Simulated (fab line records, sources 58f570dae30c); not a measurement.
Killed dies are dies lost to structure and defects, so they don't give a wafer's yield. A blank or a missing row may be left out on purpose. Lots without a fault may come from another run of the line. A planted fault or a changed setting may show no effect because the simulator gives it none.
One fault seen from 2 desks | flow berkeley_cmos170 | each desk has only its own numbers; what lay behind them comes last

THE METROLOGY DESK
What the gauges read, lot by lot, whatever tool the lot ran on: means of the sampled wafers that have a number. A lot is out of limits, marked OUT, if its mean lies more than 4 standard deviations from the usual mean; the brackets give that distance.
Columns: A = INCOMING_BOW at UCB170_START_BOW_MEAS_00, usual -1 um; B = NWELL_TW at UCB170_NWELL_TW_MEAS_16, usual 1255; C = PFIELD_TW at UCB170_PFIELD_TW_MEAS_09, usual 605
lot  | first seen here | A  | B               | C
L568 | day 1 10:00     | 0  | 1256            | 607
L569 | day 1 15:00     | -3 | 1264            | 602
L570 | day 1 20:01     | 1  | 1255            | 602
L572 | day 2 06:00     | 2  | 1247            | 607
L573 | day 2 11:00     | 0  | 1255            | 605
L578 | day 3 12:00     | 1  | 1206 (-9.2) OUT | 602
L581 | day 4 03:02     | 4  | 1204 (-9.6) OUT | 607
L582 | day 4 08:01     | -6 | 1254            | 610
L583 | day 4 13:00     | -3 | 1257            | 604
L585 | day 4 23:02     | -5 | 1254            | 605
L587 | day 5 09:02     | 1  | 1255            | 605
L588 | day 5 14:01     | -1 | 1252            | 602
L589 | day 5 19:00     | -4 | 1260            | 607
L591 | day 6 05:04     | -1 | 1257            | 601
This desk's finding: out of limits on L578, L581; first on L578, day 4 17:32 (NWELL_TW at UCB170_NWELL_TW_MEAS_16). In limits: L568, L569, L570, L572, L573, L582, L583, L585, L587, L588, L589, L591.

THE TOOL OWNER'S DESK: implanter-03
The tool's own readings at UCB170_NWELL_IMPLANT_14: means of the sampled wafers that have a number, for each lot that ran on this tool. A lot is out of limits, marked OUT, if its mean lies more than 4 standard deviations from the usual mean; the brackets give that distance.
Columns: A = dose_ions_cm2 at UCB170_NWELL_IMPLANT_14, usual 1.0001e+13; B = faraday_current_uA at UCB170_NWELL_IMPLANT_14, usual 31.7
lot  | first seen here | A                            | B
L568 | day 2 15:26     | 9.9980e+12                   | 32.1
L572 | day 3 08:35     | 9.9913e+12                   | 31.7
L573 | day 3 08:52     | 9.9993e+12                   | 31.9
L578 | day 4 17:17     | 8.7867e+12 (-99 or more) OUT | 28.2 (-5.9) OUT
L581 | day 5 00:14     | 8.7957e+12 (-99 or more) OUT | 28.3 (-5.8) OUT
This desk's finding: out of limits on L578, L581; first on L578, day 4 17:17 (dose_ions_cm2 at UCB170_NWELL_IMPLANT_14). In limits: L568, L572, L573.

PUT TOGETHER
The tool owner's desk could have raised an alarm at day 4 17:17, on L578, L581.
The metrology desk could have raised an alarm at day 4 17:32, on L578, L581.
Of the lots named, all ran UCB170_NWELL_IMPLANT_14 on implanter-03.

WHAT THE SIMULATOR HAD PUT IN
Process parameter drift: implanter-03, from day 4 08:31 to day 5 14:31, at UCB170_NWELL_IMPLANT_14. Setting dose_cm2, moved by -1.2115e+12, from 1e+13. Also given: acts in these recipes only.
Lots struck among those shown: L578, L581.
Hours from the fault's start to each desk's first reading out of limits: the tool owner's desk, 9; the metrology desk, 9.
